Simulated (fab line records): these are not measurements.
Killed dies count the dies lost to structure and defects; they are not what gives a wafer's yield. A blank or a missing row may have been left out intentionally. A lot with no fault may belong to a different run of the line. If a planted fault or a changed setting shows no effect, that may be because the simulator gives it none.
fab line records / flow rit_cmos / part 2 of 2: steps 31 to 31 of 31
record lots=5 wafers=23
route steps=202 shown ACTIVE@2 NRETRO@61 PRETRO@72 NLDD@104 SPACER@130 NSD@139 PSD@143 SDANNEAL@153 M1@202
start_h: the number of hours between the record's first day and the start of the first shown wafer of the lot / wait_h: time in hours since the lot's previous step / " the same as in the row above / L1.1+2: one row covering several wafers at once / - no value, or no start was given / * or withheld: withheld / < > ~ a bound
route shown NAME@n: names a module that has steps shown in the file, with the first one's number in the route / usual: mean/standard deviation of fault-free wafers / same: alike in all rows / chamber/n: place in a boat / sites: readings site by site / _std_site: how widely they spread, as a standard deviation / _edge_site: the outer-site mean with the inner-site mean subtracted / radius_mm: how far each site lies from the wafer's centre / mask NAME#n: copy n / behind: the last tool/chamber to shape the wafer / hold: reason for holding the lot/hours on hold/outcome of the hold / device: the transistor (n, p or np) that didn't switch / end of line: the same wafers' tests at the end of the route / a step given without rows: its recipe and nothing more / killed: count of dies lost to structure and defects at first sort (not the wafer's yield) / map: a wafer's dies, x killed, . not, _ none there
set.NAME: the setting as run; set.NAME@STEP: as run at that earlier step / model.NAME: the simulator's own value behind a step, which no gauge read
lots whose settings were changed on purpose; a table a step, a row a wafer
## steps
# step RIT_M1_PROBE_99
# usual killed_at_M0_to_M3=0.0/0.12 killed_at_contacts=0.1/0.28 killed_at_front_end=5.9/2.9 killed_dies=6.0/2.9 killed_open=2.9/1.8 killed_short=3.1/1.9
# same gross_dies=264 killed_at_M4_up=0 killed_at_back_side=0 killed_at_other=0
lot.wafer=L075.2 tool=prober-02 chamber=- start_h=74.74 wait_h=0.1 set.time_s@SPACER_ETCHBACK_05=240 killed_at_M0_to_M3=0 killed_at_contacts=1 killed_at_front_end=5 killed_dies=6 killed_open=2 killed_short=4 model.etest.nmos_0p15.r_on_ohm_um=1047 model.etest.nwell_pinched.rs_ohm_sq=337.2 model.etest.pwell_pinched.rs_ohm_sq=463.9
lot.wafer=L075.3 tool=prober-02 chamber=- start_h=74.79 wait_h=0.2 set.time_s@SPACER_ETCHBACK_05=240 killed_at_M0_to_M3=0 killed_at_contacts=0 killed_at_front_end=4 killed_dies=4 killed_open=1 killed_short=2 model.etest.nmos_0p15.r_on_ohm_um=1086 model.etest.nwell_pinched.rs_ohm_sq=345.9 model.etest.pwell_pinched.rs_ohm_sq=463.3
lot.wafer=L075.4 tool=prober-02 chamber=- start_h=74.84 wait_h=0.2 set.time_s@SPACER_ETCHBACK_05=224.6 killed_at_M0_to_M3=0 killed_at_contacts=0 killed_at_front_end=9 killed_dies=9 killed_open=4 killed_short=4 model.etest.nmos_0p15.r_on_ohm_um=1052 model.etest.nwell_pinched.rs_ohm_sq=329.7 model.etest.pwell_pinched.rs_ohm_sq=451
lot.wafer=L075.5 tool=prober-02 chamber=- start_h=74.89 wait_h=0.2 set.time_s@SPACER_ETCHBACK_05=240 killed_at_M0_to_M3=0 killed_at_contacts=0 killed_at_front_end=9 killed_dies=9 killed_open=5 killed_short=4 model.etest.nmos_0p15.r_on_ohm_um=1119 model.etest.nwell_pinched.rs_ohm_sq=343.4 model.etest.pwell_pinched.rs_ohm_sq=471.4
lot.wafer=L075.6 tool=prober-02 chamber=- start_h=74.94 wait_h=0.2 set.time_s@SPACER_ETCHBACK_05=224.6 killed_at_M0_to_M3=0 killed_at_contacts=0 killed_at_front_end=12 killed_dies=12 killed_open=6 killed_short=6 model.etest.nmos_0p15.r_on_ohm_um=1026 model.etest.nwell_pinched.rs_ohm_sq=332.5 model.etest.pwell_pinched.rs_ohm_sq=454.8
lot.wafer=L076.2 tool=prober-01 chamber=- start_h=85.28 wait_h=0.1 set.time_s@SPACER_ETCHBACK_05=240 killed_at_M0_to_M3=0 killed_at_contacts=0 killed_at_front_end=3 killed_dies=3 killed_open=2 killed_short=1 model.etest.nmos_0p15.r_on_ohm_um=1147 model.etest.nwell_pinched.rs_ohm_sq=344 model.etest.pwell_pinched.rs_ohm_sq=473.2
lot.wafer=L076.4 tool=prober-01 chamber=- start_h=85.38 wait_h=0.2 set.time_s@SPACER_ETCHBACK_05=240 killed_at_M0_to_M3=0 killed_at_contacts=0 killed_at_front_end=5 killed_dies=5 killed_open=3 killed_short=2 model.etest.nmos_0p15.r_on_ohm_um=1139 model.etest.nwell_pinched.rs_ohm_sq=340.8 model.etest.pwell_pinched.rs_ohm_sq=474.7
lot.wafer=L076.5 tool=prober-01 chamber=- start_h=85.43 wait_h=0.2 set.time_s@SPACER_ETCHBACK_05=240 killed_at_M0_to_M3=0 killed_at_contacts=0 killed_at_front_end=6 killed_dies=6 killed_open=3 killed_short=3 model.etest.nmos_0p15.r_on_ohm_um=1097 model.etest.nwell_pinched.rs_ohm_sq=344.1 model.etest.pwell_pinched.rs_ohm_sq=467.2
lot.wafer=L078.2 tool=prober-01 chamber=- start_h=108.89 wait_h=0.1 set.time_s@SPACER_ETCHBACK_05=229.6 killed_at_M0_to_M3=0 killed_at_contacts=0 killed_at_front_end=4 killed_dies=4 killed_open=2 killed_short=2 model.etest.nmos_0p15.r_on_ohm_um=1052 model.etest.nwell_pinched.rs_ohm_sq=334.4 model.etest.pwell_pinched.rs_ohm_sq=455.9
lot.wafer=L078.3 tool=prober-01 chamber=- start_h=108.94 wait_h=0.2 set.time_s@SPACER_ETCHBACK_05=229.6 killed_at_M0_to_M3=0 killed_at_contacts=0 killed_at_front_end=8 killed_dies=8 killed_open=3 killed_short=5 model.etest.nmos_0p15.r_on_ohm_um=1052 model.etest.nwell_pinched.rs_ohm_sq=323.6 model.etest.pwell_pinched.rs_ohm_sq=447.5
lot.wafer=L078.4 tool=prober-01 chamber=- start_h=108.99 wait_h=0.2 set.time_s@SPACER_ETCHBACK_05=229.6 killed_at_M0_to_M3=0 killed_at_contacts=0 killed_at_front_end=5 killed_dies=5 killed_open=3 killed_short=2 model.etest.nmos_0p15.r_on_ohm_um=1073 model.etest.nwell_pinched.rs_ohm_sq=328.4 model.etest.pwell_pinched.rs_ohm_sq=453.3
lot.wafer=L078.5 tool=prober-01 chamber=- start_h=109.04 wait_h=0.2 set.time_s@SPACER_ETCHBACK_05=240 killed_at_M0_to_M3=0 killed_at_contacts=0 killed_at_front_end=7 killed_dies=7 killed_open=3 killed_short=4 model.etest.nmos_0p15.r_on_ohm_um=1151 model.etest.nwell_pinched.rs_ohm_sq=345.1 model.etest.pwell_pinched.rs_ohm_sq=471
lot.wafer=L078.6 tool=prober-01 chamber=- start_h=109.09 wait_h=0.2 set.time_s@SPACER_ETCHBACK_05=240 killed_at_M0_to_M3=0 killed_at_contacts=0 killed_at_front_end=4 killed_dies=4 killed_open=3 killed_short=1 model.etest.nmos_0p15.r_on_ohm_um=1137 model.etest.nwell_pinched.rs_ohm_sq=342.2 model.etest.pwell_pinched.rs_ohm_sq=474.8
lot.wafer=L084.2 tool=prober-02 chamber=- start_h=134.49 wait_h=0.1 set.time_s@SPACER_ETCHBACK_05=240 killed_at_M0_to_M3=0 killed_at_contacts=0 killed_at_front_end=7 killed_dies=7 killed_open=4 killed_short=3 model.etest.nmos_0p15.r_on_ohm_um=1123 model.etest.nwell_pinched.rs_ohm_sq=335.9 model.etest.pwell_pinched.rs_ohm_sq=470.4
lot.wafer=L084.3 tool=prober-02 chamber=- start_h=134.54 wait_h=0.2 set.time_s@SPACER_ETCHBACK_05=240 killed_at_M0_to_M3=0 killed_at_contacts=0 killed_at_front_end=6 killed_dies=6 killed_open=3 killed_short=3 model.etest.nmos_0p15.r_on_ohm_um=1158 model.etest.nwell_pinched.rs_ohm_sq=339.4 model.etest.pwell_pinched.rs_ohm_sq=467.6
lot.wafer=L084.4 tool=prober-02 chamber=- start_h=134.59 wait_h=0.2 set.time_s@SPACER_ETCHBACK_05=240 killed_at_M0_to_M3=0 killed_at_contacts=0 killed_at_front_end=10 killed_dies=10 killed_open=5 killed_short=5 model.etest.nmos_0p15.r_on_ohm_um=1160 model.etest.nwell_pinched.rs_ohm_sq=338.8 model.etest.pwell_pinched.rs_ohm_sq=461.3
lot.wafer=L084.5 tool=prober-02 chamber=- start_h=134.64 wait_h=0.2 set.time_s@SPACER_ETCHBACK_05=240 killed_at_M0_to_M3=0 killed_at_contacts=0 killed_at_front_end=7 killed_dies=7 killed_open=3 killed_short=4 model.etest.nmos_0p15.r_on_ohm_um=1165 model.etest.nwell_pinched.rs_ohm_sq=337.9 model.etest.pwell_pinched.rs_ohm_sq=470.4
lot.wafer=L084.6 tool=prober-02 chamber=- start_h=134.69 wait_h=0.2 set.time_s@SPACER_ETCHBACK_05=240 killed_at_M0_to_M3=0 killed_at_contacts=0 killed_at_front_end=5 killed_dies=5 killed_open=2 killed_short=3 model.etest.nmos_0p15.r_on_ohm_um=1128 model.etest.nwell_pinched.rs_ohm_sq=334.2 model.etest.pwell_pinched.rs_ohm_sq=467
lot.wafer=L083.1 tool=prober-01 chamber=- start_h=135.94 wait_h=0.1 set.time_s@SPACER_ETCHBACK_05=240 killed_at_M0_to_M3=0 killed_at_contacts=0 killed_at_front_end=6 killed_dies=6 killed_open=1 killed_short=5 model.etest.nmos_0p15.r_on_ohm_um=1105 model.etest.nwell_pinched.rs_ohm_sq=341.6 model.etest.pwell_pinched.rs_ohm_sq=472.9
lot.wafer=L083.2 tool=prober-01 chamber=- start_h=135.99 wait_h=0.1 set.time_s@SPACER_ETCHBACK_05=240 killed_at_M0_to_M3=1 killed_at_contacts=0 killed_at_front_end=4 killed_dies=5 killed_open=2 killed_short=3 model.etest.nmos_0p15.r_on_ohm_um=1068 model.etest.nwell_pinched.rs_ohm_sq=337.2 model.etest.pwell_pinched.rs_ohm_sq=466.5
lot.wafer=L083.3 tool=prober-01 chamber=- start_h=136.04 wait_h=0.2 set.time_s@SPACER_ETCHBACK_05=270.8 killed_at_M0_to_M3=0 killed_at_contacts=0 killed_at_front_end=3 killed_dies=3 killed_open=2 killed_short=1 model.etest.nmos_0p15.r_on_ohm_um=1332 model.etest.nwell_pinched.rs_ohm_sq=363.4 model.etest.pwell_pinched.rs_ohm_sq=495.4
lot.wafer=L083.4 tool=prober-01 chamber=- start_h=136.09 wait_h=0.2 set.time_s@SPACER_ETCHBACK_05=270.8 killed_at_M0_to_M3=0 killed_at_contacts=0 killed_at_front_end=1 killed_dies=1 killed_open=0 killed_short=1 model.etest.nmos_0p15.r_on_ohm_um=- model.etest.nwell_pinched.rs_ohm_sq=- model.etest.pwell_pinched.rs_ohm_sq=-
lot.wafer=L083.5 tool=prober-01 chamber=- start_h=136.14 wait_h=0.2 set.time_s@SPACER_ETCHBACK_05=240 killed_at_M0_to_M3=0 killed_at_contacts=0 killed_at_front_end=5 killed_dies=5 killed_open=2 killed_short=3 model.etest.nmos_0p15.r_on_ohm_um=1110 model.etest.nwell_pinched.rs_ohm_sq=339.9 model.etest.pwell_pinched.rs_ohm_sq=468.1
# killed by level:class
L075.2 SPACER:geometric_particle:short=3 GATE:geometric_particle:open=1 REOX:geometric_particle:open=1 CONTACT:geometric_particle:short=1
L075.3 GATE:geometric_particle:open=1 GATE:geometric_particle:short=1 SPACER:geometric_particle:short=1 NRETRO:coat_microbubble_printed=1
L075.4 GATE:geometric_particle:open=2 SILICIDE:geometric_particle:short=2 GATE:geometric_particle:short=1 REOX:geometric_particle:open=1 SPACER:geometric_particle:short=1 SILICIDE:geometric_particle:open=1 NRETRO:coat_microbubble_printed=1
L075.5 GATE:geometric_particle:short=2 GATE:geometric_particle:open=2 FOX1:geometric_particle:open=1 SPACER:geometric_particle:short=1 SPACER:geometric_particle:open=1 SILICIDE:geometric_particle:short=1 SILICIDE:geometric_particle:open=1
L075.6 GATE:geometric_particle:open=4 SPACER:geometric_particle:short=3 FOX1:geometric_particle:short=2 SILICIDE:geometric_particle:open=2 SILICIDE:geometric_particle:short=1
L076.2 FOX1:geometric_particle:open=1 GATE:geometric_particle:short=1 GATE:geometric_particle:open=1
L076.4 ACTIVE:geometric_particle:short=1 FOX2:geometric_particle:open=1 REOX:geometric_particle:short=1 REOX:geometric_particle:open=1 SPACER:geometric_particle:open=1
L076.5 GATE:geometric_particle:short=2 GATE:geometric_particle:open=1 REOX:geometric_particle:open=1 SPACER:geometric_particle:short=1 SPACER:geometric_particle:open=1
L078.2 FOX2:geometric_particle:open=1 GATE:geometric_particle:open=1 SPACER:geometric_particle:short=1 SILICIDE:geometric_particle:short=1
L078.3 GATE:geometric_particle:short=3 FOX1:geometric_particle:open=1 FOX1:geometric_particle:short=1 GATE:geometric_particle:open=1 REOX:geometric_particle:short=1 REOX:geometric_particle:open=1
L078.4 FOX2:geometric_particle:open=1 GATE:geometric_particle:open=1 GATE:geometric_particle:short=1 SILICIDE:geometric_particle:open=1 SILICIDE:geometric_particle:short=1
L078.5 GATE:geometric_particle:short=4 SILICIDE:geometric_particle:open=2 FOX1:geometric_particle:open=1
L078.6 FOX2:geometric_particle:open=2 FOX1:geometric_particle:open=1 SILICIDE:geometric_particle:short=1
L084.2 FOX1:geometric_particle:open=3 GATE:geometric_particle:short=2 FOX1:geometric_particle:short=1 GATE:geometric_particle:open=1
L084.3 GATE:geometric_particle:open=2 GATE:geometric_particle:short=2 SILICIDE:geometric_particle:open=1 SILICIDE:geometric_particle:short=1
L084.4 GATE:geometric_particle:short=3 FOX1:geometric_particle:open=2 FOX1:geometric_particle:short=1 FOX2:geometric_particle:open=1 GATE:geometric_particle:open=1 REOX:geometric_particle:open=1 REOX:geometric_particle:short=1
L084.5 GATE:geometric_particle:open=3 FOX1:geometric_particle:short=2 GATE:geometric_particle:short=2
L084.6 ACTIVE:geometric_particle:short=1 FOX1:geometric_particle:short=1 GATE:geometric_particle:short=1 REOX:geometric_particle:open=1 SILICIDE:geometric_particle:open=1
L083.1 FOX1:geometric_particle:short=1 FOX2:geometric_particle:short=1 GATE:geometric_particle:short=1 REOX:geometric_particle:short=1 SPACER:geometric_particle:short=1 SILICIDE:geometric_particle:open=1
L083.2 GATE:geometric_particle:short=1 GATE:geometric_particle:open=1 SPACER:geometric_particle:open=1 SPACER:geometric_particle:short=1 M1:geometric_particle:short=1
L083.3 GATE:geometric_particle:open=2 GATE:geometric_particle:short=1
L083.4 GATE:geometric_particle:short=1
L083.5 FOX1:geometric_particle:open=1 GATE:geometric_particle:open=1 GATE:geometric_particle:short=1 REOX:geometric_particle:short=1 SILICIDE:geometric_particle:short=1
## key
split step=RIT_ACTIVE_OXIDATION_01 setting=ox_time_s stated=3360 by=lot
response step=RIT_ACTIVE_OXIDATION_01 reading=model.SiO2_of_ACTIVE_OXIDATION_01.thk_nm change=+0.345 per=1% r=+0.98
response step=RIT_ACTIVE_THK_MEAS_02 reading=ACTIVE_OXIDE_THK change=+0.346 per=1% r=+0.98
split step=RIT_ACTIVE_EXPOSE_08 setting=dose_mj stated=225 by=wafer
response step=RIT_ACTIVE_CD_MEAS_11 reading=cd_nm change=-2.77 per=1% r=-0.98
response step=RIT_ACTIVE_ETCH_13 reading=model.ACTIVE.cd_nm change=-2.74 per=1% r=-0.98
response step=RIT_ACTIVE_CD_MEAS_90 reading=cd_nm change=-2.72 per=1% r=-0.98
split step=RIT_NRETRO_IMPLANT_08 setting=dose_cm2 stated=1e+13 by=wafer
response step=RIT_NRETRO_TW_MEAS_10 reading=NRETRO_TW change=+3.24 per=1% r=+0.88
split step=RIT_PRETRO_IMPLANT_08 setting=energy_kev stated=45 by=wafer
response step=RIT_PRETRO_IMPLANT_08 reading=model.implant.rp_nm change=+1.39 per=1% r=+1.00
response step=RIT_PRETRO_IMPLANT_08 reading=model.implant.drp_nm change=+0.321 per=1% r=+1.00
split step=RIT_NLDD_COAT_01 setting=spin_rpm stated=3250 by=wafer
response step=RIT_NLDD_COAT_01 reading=model.NOVOLAK_of_NLDD_COAT_01.thk_nm change=-5.21 per=1% r=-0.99
response step=RIT_NLDD_HARDBAKE_07 reading=model.NOVOLAK_of_NLDD_COAT_01.thk_nm change=-4.56 per=1% r=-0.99
split step=RIT_NLDD_IMPLANT_08 setting=energy_kev stated=20 by=wafer
response step=RIT_NLDD_IMPLANT_08 reading=model.implant.rp_nm change=+0.191 per=1% r=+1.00
response step=RIT_NLDD_IMPLANT_08 reading=model.implant.drp_nm change=+0.0785 per=1% r=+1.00
response step=RIT_NLDD_TW_MEAS_10 reading=NLDD_TW change=+6.89 per=1% r=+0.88
split step=RIT_SPACER_ETCHBACK_05 setting=time_s stated=240 by=wafer
response step=RIT_SPACER_ETCHBACK_05 reading=model.poly-Si_of_GATE_CVD_08.thk_nm change=-0.716 per=1% r=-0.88
response step=RIT_SPACER_ETCHBACK_05 reading=model.Si3N4_of_SPACER_CVD_03.thk_nm change=-0.607 per=1% r=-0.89
response step=RIT_SDANNEAL_CLEAN_00 reading=model.poly-Si_of_GATE_CVD_08.thk_nm change=-0.715 per=1% r=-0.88
response step=RIT_M1_PROBE_99 reading=model.etest.nmos_0p15.r_on_ohm_um change=+15.7 per=1% r=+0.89
response step=RIT_M1_PROBE_99 reading=model.etest.pwell_pinched.rs_ohm_sq change=+2.37 per=1% r=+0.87
response step=RIT_M1_PROBE_99 reading=model.etest.nwell_pinched.rs_ohm_sq change=+2 per=1% r=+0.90
split step=RIT_NSD_IMPLANT_08 setting=energy_kev stated=25 by=wafer
response step=RIT_NSD_IMPLANT_08 reading=model.implant.rp_nm change=+0.223 per=1% r=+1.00
response step=RIT_NSD_IMPLANT_08 reading=model.implant.drp_nm change=+0.0895 per=1% r=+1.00
split step=RIT_PSD_COAT_01 setting=resist_thk_nm stated=1000 by=wafer
response step=RIT_PSD_COAT_01 reading=model.NOVOLAK_of_PSD_COAT_01.thk_nm change=+10.4 per=1% r=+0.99
response step=RIT_PSD_HARDBAKE_07 reading=model.NOVOLAK_of_PSD_COAT_01.thk_nm change=+9.12 per=1% r=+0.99
split step=RIT_SDANNEAL_CLEAN_00 setting=time_s stated=600 by=lot
response none clear
